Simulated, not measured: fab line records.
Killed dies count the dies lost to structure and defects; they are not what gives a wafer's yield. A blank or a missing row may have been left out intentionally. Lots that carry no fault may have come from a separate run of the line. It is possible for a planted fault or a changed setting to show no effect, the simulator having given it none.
Comparing a struck lot with a sound one -- flow rit-cmos -- 32 steps out of a route of 202
Sound: wafers L355.1, L355.4, L355.5. Struck: wafers L354.1, L354.3, L354.4. The cause is named last.
Per side, at each step with rows, come the tool, then ch with its chambers, and then its first start. Under that, the readings that differ: sound wafers -- struck wafers -- difference of the means -- sigmas: that difference in standard deviations of wafers without a fault.
alike: words and numbers the same on both sides, and readings whose means are apart by under 2 such deviations; not compared: readings that were withheld, readings missing a value for some wafer, numbers with overlapping values and no deviation given by the record, and bounds like >300 which may hide the same value.
Wherever a step has rows on one side only, a row that says differs or no value, or a row with sigmas, the two part there. Numbers that have no deviation but don't overlap get no sigmas and don't part them. A reading missing from all wafers of one side parts the sides only when that side holds two or more wafers.

RIT_ACTIVE_BOW_MEAS_00:
  sound on film-metro-02 at day 3 22:00; struck on film-metro-03 at day 3 17:00
  alike: INCOMING_BOW
RIT_ACTIVE_OXIDATION_01: target thk 46.8 nm, ox time 3360 s.
  sound on furnace-01 ch 0, day 3 22:07; struck on furnace-02 ch 0, day 3 17:17
  alike: ox-temp-c-max
RIT_ACTIVE_THK_MEAS_02:
  sound on film-metro-01 at day 4 00:03; struck on film-metro-03 at day 3 19:13
  alike: ACTIVE_OXIDE_THK
then, 1 step without rows for these wafers: RIT_ACTIVE_CVD_03 (deposits Si3N4 from SiH2Cl2/NH3, target thk 150 nm, time 1500 s).
RIT_ACTIVE_THK_MEAS_04:
  sound on film-metro-02 at day 4 01:32; struck on film-metro-01 at day 3 20:42
  alike: ACTIVE_NITRIDE_THK
then, 6 steps without rows for these wafers: RIT_ACTIVE_HMDS_05 (prime time 60 s); RIT_ACTIVE_COAT_06 (resist thk 1000 nm); RIT_ACTIVE_SOFTBAKE_07 (time 60 s); RIT_ACTIVE_EXPOSE_08 (exposes mask M1, target cd 1400 nm); RIT_ACTIVE_PEB_09; RIT_ACTIVE_DEVELOP_10 (develop time 50 s).
RIT_ACTIVE_CD_MEAS_11 targets a cd of 1400 nm.
  sound on cd-sem-02 at day 4 02:34; struck on cd-sem-01 at day 3 21:52
reading,sound,struck,difference,sigmas
cd-nm (nm),1397.7 1396.5 1396.9,1401.5 1403.5 1403.9,+5.9,+3
then, 1 step without rows for these wafers: RIT_ACTIVE_HARDBAKE_12 (time 60 s).
RIT_ACTIVE_ETCH_13: etches Si3N4 in SF6, stops on SiO2, time 210 s, target depth 210 nm.
  sound on rie-diel-01 ch 1,2, day 4 02:50; struck on rie-diel-02 ch 0,1,3, day 3 22:08
  alike: drypump-motor-current-A, oes-product-au, throttle-valve-pct
  not compared: rf-hours-counter-h
RIT_ACTIVE_STRIP_14: strips in O2, time 180 s.
  sound on plasma-asher-02 ch 0,1, day 4 02:58; struck on plasma-asher-03 ch 0,1, day 3 22:16
  alike: drypump-motor-current-A
  not compared: rf-hours-counter-h
RIT_ACTIVE_CD_MEAS_90 targets a cd of 1400 nm.
  sound on cd-sem-02 at day 4 03:08; struck on cd-sem-02 at day 3 22:26
reading,sound,struck,difference,sigmas
cd-nm (nm),1397.5 1396.3 1396.7,1401.5 1403.4 1404.1,+6.2,+3
then, 4 steps without rows for these wafers: RIT_ACTIVE_CLEAN_15 (cleans in SC1, time 600 s); RIT_ACTIVE_CLEAN_16 (cleans in dHF, time 30 s); RIT_ACTIVE_CLEAN_17 (cleans in SC2, time 600 s); RIT_FOX1_OXIDATION_00 (target thk 350.7 nm, ox time 1130 s).
RIT_FOX1_THK_MEAS_01:
  sound on film-metro-04 at day 4 04:59; struck on film-metro-03 at day 4 01:22
  alike: FOX1_OXIDE_THK
then, 2 steps without rows for these wafers: RIT_FOX1_WET_ETCH_02 (etches SiO2 in BOE, target depth 350 nm, time 390 s); RIT_FOX2_OXIDATION_00 (target thk 350.7 nm, ox time 1130 s).
RIT_FOX2_THK_MEAS_01:
  sound on film-metro-01 at day 4 06:29; struck on film-metro-04 at day 4 02:53
  alike: FOX2_OXIDE_THK
then, 2 steps without rows for these wafers: RIT_FOX2_CLEAN_02 (cleans in dHF, time 180 s); RIT_FOX2_WET_ETCH_03 (etches Si3N4 in H3PO4, target depth 195 nm, time 2700 s).
RIT_FOX2_THK_MEAS_90:
  sound on film-metro-04 at day 4 07:25; struck on film-metro-04 at day 4 03:45
  alike: FIELD_OXIDE_LEFT_1_THK
then, 4 steps without rows for these wafers: RIT_NWELL_HMDS_00 (prime time 60 s); RIT_NWELL_COAT_01 (resist thk 1300 nm); RIT_NWELL_SOFTBAKE_02 (time 60 s); RIT_NWELL_EXPOSE_03 (exposes mask M2, target cd 43900 nm).
RIT_M1_PROBE_99:
  sound on prober-01 at day 5 20:41; struck on prober-02 at day 5 16:51
reading,sound,struck,difference,sigmas
killed-at-front-end,9 5 4,106 114 116,+106,+35
killed-dies,9 5 4,106 114 117,+106,+35
killed-on-rim,2 2 2,28 29 31,+27,+18
  alike: killed-at-contacts, killed-open, killed-short

## WHERE THEY PART
Last at RIT_M1_PROBE_99 as far as this record goes, first at RIT_ACTIVE_CD_MEAS_11.

WHY: what had been put in by the simulator
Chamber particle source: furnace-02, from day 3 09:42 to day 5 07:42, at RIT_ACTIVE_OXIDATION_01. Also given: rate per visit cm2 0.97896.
